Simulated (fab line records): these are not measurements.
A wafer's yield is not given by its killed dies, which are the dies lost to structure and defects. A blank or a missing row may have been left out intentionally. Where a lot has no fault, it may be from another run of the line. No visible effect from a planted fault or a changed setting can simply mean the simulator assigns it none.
Which tool did it? | flow berkeley-cmos170 | 13 lots with 39 wafers sampled at 5 steps, on a route of 331 steps

== WHAT THE GAUGES SHOWED, per wafer ==
UCB170_ACTIVE_CD_MEAS_13: the cd target is 1200 nm.
lot  | measured    | on        | cd-nm (nm)
L307 | day 4 07:07 | cd-sem-01 | 1198.0 1198.9 1198.2
L308 | day 4 12:50 | cd-sem-01 | 1198.0 1198.9 1199.4
L309 | day 4 20:15 | cd-sem-02 | 1198.6 1198.3 1199.0
L314 | day 5 18:44 | cd-sem-01 | 1198.6 1200.9 1198.2
L313 | day 5 19:01 | cd-sem-02 | 1198.7 1198.9 1198.8
L318 | day 6 17:18 | cd-sem-01 | 1198.3 1198.0 1199.0
L320 | day 7 01:14 | cd-sem-02 | 1198.5 1198.9 1199.8
L321 | day 7 05:26 | cd-sem-01 | 1200.8 1199.4 1201.3
L322 | day 7 13:55 | cd-sem-01 | 1200.5 1201.4 1201.5
L325 | day 8 03:23 | cd-sem-01 | 1200.6 1200.0 1199.5
L327 | day 8 12:08 | cd-sem-01 | 1195.8 1198.1 1198.1
L328 | day 8 23:49 | cd-sem-02 | 1199.3 1198.5 1199.8
L329 | day 9 07:34 | cd-sem-01 | 1199.3 1197.5 1198.3

UCB170_M1_RS_MEAS_01: uses a four-point probe to measure.
lot  | measured     | on            | M1_AL_RS (ohm/sq)
L307 | day 7 01:01  | film-metro-03 | 0.0486 0.0484 0.0485
L308 | day 7 08:10  | film-metro-02 | 0.0487 0.0487 0.0485
L309 | day 7 20:58  | film-metro-03 | 0.0651 0.0484 0.0488 0.0651 0.0484 0.0489
L314 | day 8 21:01  | film-metro-03 | 0.0487 0.0653 0.0483 0.0487 0.0654 0.0485
L313 | day 8 20:44  | film-metro-01 | 0.0490 0.0483 0.0486
L318 | day 9 08:55  | film-metro-01 | 0.0487 0.0486 0.0486
L320 | day 10 01:04 | film-metro-01 | 0.0490 0.0492 0.0494
L321 | day 10 01:15 | film-metro-03 | 0.0490 0.0490 0.0488
L322 | day 10 12:41 | film-metro-02 | 0.0489 0.0488 0.0487
L325 | day 11 07:52 | film-metro-02 | 0.0487 0.0480 0.0484
L327 | day 11 18:28 | film-metro-01 | 0.0489 0.0488 0.0487
L328 | day 12 03:58 | film-metro-02 | 0.0490 0.0491 0.0491
L329 | day 12 18:20 | film-metro-01 | 0.0482 0.0478 0.0482

UCB170_M1_THK_MEAS_02: measures by xrf.
lot  | measured     | on            | M1_AL_THK (nm)
L307 | day 7 01:08  | film-metro-03 | 611 612 613
L308 | day 7 08:17  | film-metro-02 | 607 608 609
L309 | day 8 01:13  | film-metro-03 | 455 607 601 453 609 603
L314 | day 8 23:44  | film-metro-03 | 603 450 605 603 453 609
L313 | day 8 20:51  | film-metro-01 | 604 612 610
L318 | day 9 09:01  | film-metro-01 | 609 611 612
L320 | day 10 01:11 | film-metro-01 | 607 603 597
L321 | day 10 01:22 | film-metro-03 | 601 602 604
L322 | day 10 12:49 | film-metro-02 | 604 603 607
L325 | day 11 07:58 | film-metro-02 | 601 613 608
L327 | day 11 18:35 | film-metro-01 | 604 605 605
L328 | day 12 04:05 | film-metro-02 | 602 604 596
L329 | day 12 18:26 | film-metro-01 | 613 622 614

== TOOL THAT RAN EACH LOT (tool first, then ch and the chambers of the sampled wafers, then the start) ==
lot  | UCB170_NWELL_STRIP_15               | UCB170_M1_SPUTTER_00
L307 | plasma-asher-03 ch 0,1, day 2 11:08 | pvd-sputter-03, day 7 00:57
L308 | plasma-asher-02 ch 0,1, day 2 19:37 | pvd-sputter-04, day 7 08:06
L309 | plasma-asher-03 ch 0,1, day 2 22:05 | pvd-sputter-04, day 7 20:54
L314 | plasma-asher-03 ch 0,1, day 3 21:26 | pvd-sputter-04, day 8 20:57
L313 | plasma-asher-02 ch 0,1, day 3 21:37 | pvd-sputter-01, day 8 20:40
L318 | plasma-asher-02 ch 0,1, day 4 18:58 | pvd-sputter-03, day 9 08:50
L320 | plasma-asher-03 ch 0,1, day 5 03:44 | pvd-sputter-03, day 10 01:01
L321 | plasma-asher-01 ch 0,1, day 5 08:37 | pvd-sputter-01, day 10 01:11
L322 | plasma-asher-02 ch 0,1, day 5 15:35 | pvd-sputter-01, day 10 12:38
L325 | plasma-asher-02 ch 0,1, day 6 06:28 | pvd-sputter-04, day 11 07:47
L327 | plasma-asher-03 ch 0,1, day 6 18:30 | pvd-sputter-04, day 11 18:24
L328 | plasma-asher-03 ch 0,1, day 7 02:31 | pvd-sputter-04, day 12 03:54
L329 | plasma-asher-01 ch 0,1, day 7 04:00 | pvd-sputter-01, day 12 18:14
- UCB170_NWELL_STRIP_15: strips in O2.
- UCB170_M1_SPUTTER_00: material Al, target thk 600 nm, time 80 s.

== AS READ BY THE TOOLS THEMSELVES (means over the sampled wafers that have a number; for cases with no such wafer, the mark the record gives instead) ==
UCB170_NWELL_STRIP_15.
lot  | tool            | drypump-motor-current-A (A) | o2-flow-sccm (sccm) | oes-product-au (a.u.) | strip-time-to-endpoint-s (s)
L307 | plasma-asher-03 | 5.2                         | 397.7               | 0.722                 | 17.99
L308 | plasma-asher-02 | 5.4                         | 399.6               | 0.726                 | 18.02
L309 | plasma-asher-03 | 5.3                         | 399.4               | 0.724                 | 18.17
L314 | plasma-asher-03 | 5.2                         | 399.8               | 0.719                 | 18.05
L313 | plasma-asher-02 | 5.4                         | 400.3               | 0.720                 | 18.14
L318 | plasma-asher-02 | 5.2                         | 400.1               | 0.718                 | 17.96
L320 | plasma-asher-03 | 5.2                         | 400.2               | 0.718                 | 18.13
L321 | plasma-asher-01 | 6.2                         | 401.0               | 0.719                 | 17.98
L322 | plasma-asher-02 | 5.5                         | 399.5               | 0.716                 | 18.08
L325 | plasma-asher-02 | 5.5                         | 399.4               | 0.722                 | 18.04
L327 | plasma-asher-03 | 5.2                         | 401.4               | 0.722                 | 18.12
L328 | plasma-asher-03 | 5.2                         | 400.4               | 0.723                 | 18.07
L329 | plasma-asher-01 | 6.3                         | 400.9               | 0.722                 | 18.11

UCB170_M1_SPUTTER_00.
lot  | tool           | throttle-valve-pct (%)
L307 | pvd-sputter-03 | 29.2
L308 | pvd-sputter-04 | 29.3
L309 | pvd-sputter-04 | 29.8
L314 | pvd-sputter-04 | 30.5
L313 | pvd-sputter-01 | 29.6
L318 | pvd-sputter-03 | 29.1
L320 | pvd-sputter-03 | 28.9
L321 | pvd-sputter-01 | 29.8
L322 | pvd-sputter-01 | 30.2
L325 | pvd-sputter-04 | 30.2
L327 | pvd-sputter-04 | 30.2
L328 | pvd-sputter-04 | 30.0
L329 | pvd-sputter-01 | 30.4

== THE ANSWER, worked out from the rows above alone ==
Rule: usual is defined by the lots themselves. Put in order of their means at a reading, lots are off if they are a third of the lots or fewer, leave a main group of 4 or more, and stand apart from it by a gap of 3 or more times the standard deviation of the main group's means; of several such gaps the widest counts. Not used: any main group whose means are identical at the precision the tables above print for the reading. Also off: a lot with no number at a reading for which 4 or more lots have one. All remaining lots with rows at the step are treated as sound. Order of review: gauges by route order, followed by the tools' own readings, for which a lot's mean as printed above is used. The first step at which some lot is off is used, and at that step the reading that is off furthest; a lot without a number counts as furthest.
Off: at UCB170_M1_RS_MEAS_01 (M1_AL_RS), L309, L314. Main group: mean 0.0487 ohm/sq, sd 0.00031.
A tool fits if, at a process step before that reading, it ran every lot that is off, and no sound lot after the first of them. Those tools and the gauges at UCB170_M1_RS_MEAS_01 are tried in the same way. None of those tried fits.

== WHAT WAS PUT IN BY THE SIMULATOR ==
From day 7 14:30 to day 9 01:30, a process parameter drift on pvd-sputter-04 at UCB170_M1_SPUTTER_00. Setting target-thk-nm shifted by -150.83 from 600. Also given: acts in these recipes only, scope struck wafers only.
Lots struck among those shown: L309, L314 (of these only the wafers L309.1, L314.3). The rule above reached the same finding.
